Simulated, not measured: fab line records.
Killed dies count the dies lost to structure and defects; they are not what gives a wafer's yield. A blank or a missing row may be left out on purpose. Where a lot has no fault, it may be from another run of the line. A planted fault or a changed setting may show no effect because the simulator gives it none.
What tool caused it? || flow berkeley_cmos170 || 21 wafers from 7 lots sampled at 3 of the route's 331 steps

== WHAT EACH GAUGE READ, for each wafer ==
UCB170_PWELL_THK_MEAS_03.
{"lot": "L971", "measured": "day 3 00:36", "on": "film_metro-01", "PWELL_OXIDE_THK (nm)": "26.3 25.8 25.8"}
{"lot": "L973", "measured": "day 3 13:17", "on": "film_metro-03", "PWELL_OXIDE_THK (nm)": "26.9 26.8 26.5"}
{"lot": "L977", "measured": "day 4 01:35", "on": "film_metro-03", "PWELL_OXIDE_THK (nm)": "26.1 26.5 26.3"}
{"lot": "L980", "measured": "day 5 01:01", "on": "film_metro-03", "PWELL_OXIDE_THK (nm)": "26.5 26.4 26.6"}
{"lot": "L982", "measured": "day 5 05:02", "on": "film_metro-04", "PWELL_OXIDE_THK (nm)": "26.1 26.2 26.2"}
{"lot": "L992", "measured": "day 7 07:55", "on": "film_metro-04", "PWELL_OXIDE_THK (nm)": "26.1 25.8 26.1"}

== WHAT TOOL EACH LOT RAN ON (gives the tool, then ch and the chambers of the sampled wafers, and finally the start) ==
{"lot": "L971", "UCB170_ZERO_EXPOSE_03": "krf_scanner-02 ch 0, day 2 03:20", "UCB170_ZERO_ETCH_06": "rie_diel-03 ch 1,2, day 2 04:35"}
{"lot": "L973", "UCB170_ZERO_EXPOSE_03": "krf_scanner-01 ch 0, day 2 12:05", "UCB170_ZERO_ETCH_06": "rie_diel-01 ch 0,1, day 2 12:28"}
{"lot": "L977", "UCB170_ZERO_EXPOSE_03": "krf_scanner-02 ch 0, day 3 08:08", "UCB170_ZERO_ETCH_06": "rie_diel-03 ch 2,3, day 3 08:44"}
{"lot": "L980", "UCB170_ZERO_EXPOSE_03": "krf_scanner-02 ch 0, day 4 03:01", "UCB170_ZERO_ETCH_06": "rie_diel-01 ch 1,2,3, day 4 03:40"}
{"lot": "L982", "UCB170_ZERO_EXPOSE_03": "krf_scanner-01 ch 0, day 4 09:46", "UCB170_ZERO_ETCH_06": "rie_diel-03 ch 0,3, day 4 10:27"}
{"lot": "L987", "UCB170_ZERO_EXPOSE_03": "krf_scanner-02, day 5 11:03", "UCB170_ZERO_ETCH_06": "rie_diel-02 ch 0,1, day 5 11:25"}
{"lot": "L992", "UCB170_ZERO_EXPOSE_03": "krf_scanner-02 ch 0, day 6 13:28", "UCB170_ZERO_ETCH_06": "rie_diel-02 ch 1,2,3, day 6 13:50"}
- UCB170_ZERO_EXPOSE_03: exposes mask PM MARKS, target cd 4000 nm.
- UCB170_ZERO_ETCH_06: etches SiO2 in CHF3/CF4/Ar, time 12 s.

== THE ANSWER, worked out from the rows above alone ==
Rule: the usual values come from the lots themselves. Put in order of their means at a reading, lots are off if they are a third of the lots or fewer, leave a main group of 4 or more, and stand apart from it by a gap of 3 or more times the standard deviation of the main group's means; of several such gaps the widest counts. If all means in a main group match to the digits the tables above print for the reading, that group is not used. Also off: a lot with no number at a reading for which 4 or more lots have one. Where the step has rows for the other lots, those lots are counted as sound.
No lot is off at any reading shown: from this, nothing can be told.

== WHAT THE SIMULATOR HAD INSERTED ==
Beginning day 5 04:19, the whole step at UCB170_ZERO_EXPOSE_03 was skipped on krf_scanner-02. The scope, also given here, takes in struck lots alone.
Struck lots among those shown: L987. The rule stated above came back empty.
